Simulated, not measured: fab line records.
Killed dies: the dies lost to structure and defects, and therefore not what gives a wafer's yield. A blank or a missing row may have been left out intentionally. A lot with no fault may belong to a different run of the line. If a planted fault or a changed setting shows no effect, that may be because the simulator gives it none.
Which tool did it? || flow rit-cmos || at 1 step of a route of 202, 14 lots with 42 wafers sampled

WHAT THE GAUGES SHOWED, per wafer
The record lacks any reading of a measuring or inspecting step that a usual standard deviation could be used to judge.

WHAT TOOL EACH LOT RAN ON (gives the tool, then ch and the chambers of the sampled wafers, and finally the start)
{"lot": "L816", "RIT_CONTACT_CLEAN_13": "wet-bench-02 ch 2, day 3 06:22"}
{"lot": "L817", "RIT_CONTACT_CLEAN_13": "wet-bench-04 ch 0, day 3 09:31"}
{"lot": "L818", "RIT_CONTACT_CLEAN_13": "wet-bench-04 ch 1, day 3 13:46"}
{"lot": "L820", "RIT_CONTACT_CLEAN_13": "wet-bench-02 ch 3, day 4 04:43"}
{"lot": "L821", "RIT_CONTACT_CLEAN_13": "wet-bench-02 ch 1, day 4 07:25"}
{"lot": "L822", "RIT_CONTACT_CLEAN_13": "wet-bench-02 ch 2, day 4 12:33"}
{"lot": "L823", "RIT_CONTACT_CLEAN_13": "wet-bench-01 ch 1, day 4 16:21"}
{"lot": "L824", "RIT_CONTACT_CLEAN_13": "wet-bench-01 ch 3, day 5 03:04"}
{"lot": "L832", "RIT_CONTACT_CLEAN_13": "wet-bench-01 ch 1, day 6 14:19"}
{"lot": "L833", "RIT_CONTACT_CLEAN_13": "wet-bench-01 ch 0, day 6 20:24"}
{"lot": "L835", "RIT_CONTACT_CLEAN_13": "wet-bench-02 ch 3, day 7 04:28"}
{"lot": "L836", "RIT_CONTACT_CLEAN_13": "wet-bench-04 ch 0, day 7 08:59"}
{"lot": "L838", "RIT_CONTACT_CLEAN_13": "wet-bench-02 ch 1, day 7 19:56"}
{"lot": "L839", "RIT_CONTACT_CLEAN_13": "wet-bench-04 ch 2, day 7 23:23"}
- RIT_CONTACT_CLEAN_13: cleans in SC1, time 600 s.

AS READ BY THE TOOLS THEMSELVES (means over the sampled wafers that have a number; for cases with no such wafer, the mark the record gives instead)
RIT_CONTACT_CLEAN_13. Usual: 627 s for run-length-s, sd 3.5.
{"lot": "L816", "tool": "wet-bench-02", "run-length-s (s)": 625, "flag": ""}
{"lot": "L817", "tool": "wet-bench-04", "run-length-s (s)": 625, "flag": ""}
{"lot": "L818", "tool": "wet-bench-04", "run-length-s (s)": 625, "flag": ""}
{"lot": "L820", "tool": "wet-bench-02", "run-length-s (s)": 633, "flag": ""}
{"lot": "L821", "tool": "wet-bench-02", "run-length-s (s)": 633, "flag": ""}
{"lot": "L822", "tool": "wet-bench-02", "run-length-s (s)": 627, "flag": ""}
{"lot": "L823", "tool": "wet-bench-01", "run-length-s (s)": 623, "flag": ""}
{"lot": "L824", "tool": "wet-bench-01", "run-length-s (s)": 626, "flag": ""}
{"lot": "L832", "tool": "wet-bench-01", "run-length-s (s)": 601, "flag": "OFF"}
{"lot": "L833", "tool": "wet-bench-01", "run-length-s (s)": 594, "flag": "OFF"}
{"lot": "L835", "tool": "wet-bench-02", "run-length-s (s)": 625, "flag": ""}
{"lot": "L836", "tool": "wet-bench-04", "run-length-s (s)": 625, "flag": ""}
{"lot": "L838", "tool": "wet-bench-02", "run-length-s (s)": 626, "flag": ""}
{"lot": "L839", "tool": "wet-bench-04", "run-length-s (s)": 627, "flag": ""}

THE ANSWER, worked out from the rows above alone
Rule: a lot is off if the mean of its wafers that have a number lies more than 3 standard deviations from the usual mean. A lot without any number at a reading at which 4 lots or more have one is off too. Where the step has rows for the other lots, those lots are counted as sound. First the gauges in route order, then the tools' own readings, where a lot's mean is used as printed above. At the first step where some lot is off, the reading lying furthest off is the one used; lots without a number count as furthest.
Off, at RIT_CONTACT_CLEAN_13 on run-length-s: L832, L833.
If a tool, at that step or one of the process steps before it, ran each lot that is off and ran no sound lot following the first of them, it fits. One fits: RIT_CONTACT_CLEAN_13 on wet-bench-01. Its last sound lot is L824 (day 5 03:04), its first lot that is off L832 (day 6 14:19): a fault that began between those two fits.
The tool's own readings at RIT_CONTACT_CLEAN_13 bear it out: on the lots that are off they differ by more than 5 times the standard deviation of the sound lots' means. run-length-s reads 598 s there against 627 s on the sound lots.

WHAT THE SIMULATOR HAD PUT IN
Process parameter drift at RIT_CONTACT_CLEAN_13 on wet-bench-01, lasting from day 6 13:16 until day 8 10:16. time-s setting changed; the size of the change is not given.
Lots struck among those shown: L832, L833. This agrees with what the rule above found.
